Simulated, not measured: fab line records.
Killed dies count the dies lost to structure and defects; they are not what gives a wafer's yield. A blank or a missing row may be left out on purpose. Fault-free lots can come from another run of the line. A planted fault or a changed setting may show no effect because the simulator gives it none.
Code-filled problem report in 8D (eight disciplines) form | flow berkeley_cmos170 | the parts of the form that need people (team, actions taken, sign-off) are left out

== 1. THE ISSUE ==
Wafers without a fault read 1000 C, standard deviation 0.092; tube_center_temp_C at UCB170_FIELD_OXIDATION_01 reads a mean of 1008 C on 9 wafers belonging to 3 lots. That puts it +87 standard deviations away from the usual mean.
The step: target thk 558.3 nm, ox time 7200 s.
First observed at day 6 21:21: wafer L782.1, on furnace-04. Wafers with a number at this step in the record: 39, from 13 lots. The rule behind "out" and "out of limits": a value lying over 4 standard deviations away from the usual mean. Any other wafer with a number is counted as sound.

== 2. WHAT THIS IS AND IS NOT ==
question                    | is                                                                                                | is not
which readings at this step | tube_center_temp_C, spike_tc_centre_C, spike_tc_load_C, spike_tc_source_C, tube_center_temp_C_max | zone_power_centre_pct, zone_power_source_pct
which lots                  | L782, L783, L784                                                                                  | L772, L773, L774, L775, L785, L786, L787, L788, L789, L790
which wafers of those lots  | all that have a number                                                                            | -
read on which tools         | furnace-04                                                                                        | furnace-01, furnace-02
when                        | from day 6 21:21                                                                                  | up to then (12 sound wafers); but 18 sound wafers of L785, L786, L787, L788, L789, L790 came after

== 3. SUSPECTS, AND WHAT RULES EACH OUT ==
Counting: a tool at any process step up to the reading remains a suspect when it ran all the lots that are out and ran no sound lot after the first of those.
- furnace-04 at UCB170_FIELD_OXIDATION_01 (target thk 558.3 nm, ox time 7200 s): kept. It ran every lot that is out, first L782 (day 6 21:21), and no sound lot after that; its last sound lot up to then is L774 (day 5 13:46). Its own readings are out on those wafers: spike_tc_centre_C, spike_tc_load_C, spike_tc_source_C, tube_center_temp_C, tube_center_temp_C_max.
Remaining after the count: furnace-04 at UCB170_FIELD_OXIDATION_01.

== 4. THE CAUSE (what the simulator had put in) ==
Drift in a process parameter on furnace-04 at UCB170_FIELD_OXIDATION_01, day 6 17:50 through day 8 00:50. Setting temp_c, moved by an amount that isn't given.
This tool alone remained once counting was done.

== 5. SEQUENCE OF EFFECTS, ordered by route ==
Each row: a reading where the mean over the struck wafers with a number is more than 3 standard deviations away from the usual. Only readings whose record carries a usual standard deviation are examined. hours: median over the lots of the time between each lot's start at the first step of this table that gives one and its start at this step. sigmas: the change, counted in usual standard deviations.
hours | step                      | reading                | usual    | on struck wafers | change | sigmas
0     | UCB170_FIELD_OXIDATION_01 | spike_tc_centre_C      | 1002.5 C | 1010.4           | +7.9   | +7.9
0     | UCB170_FIELD_OXIDATION_01 | spike_tc_load_C        | 1026.2 C | 1034.5           | +8.3   | +8.3
0     | UCB170_FIELD_OXIDATION_01 | spike_tc_source_C      | 1023.4 C | 1031.4           | +8.0   | +5.3
0     | UCB170_FIELD_OXIDATION_01 | tube_center_temp_C     | 1000 C   | 1008             | +8     | +87
0     | UCB170_FIELD_OXIDATION_01 | tube_center_temp_C_max | 1002.5   | 1010.6           | +8.1   | +19
Process steps it contains:
- UCB170_FIELD_OXIDATION_01: target thk 558.3 nm, ox time 7200 s.
Later steps that measure or inspect, where all struck wafers having a row at the step show a number for every such reading and not one has moved that far: UCB170_FIELD_THK_MEAS_02, UCB170_FIELD_THK_MEAS_90, UCB170_FIELD_THK_MEAS_91.

== 6. HOW IT WOULD HAVE BEEN CAUGHT EARLIER ==
4 hours passed between the start of the fault at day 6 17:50 and the first reading out of limits in this record, taken at day 6 21:21.
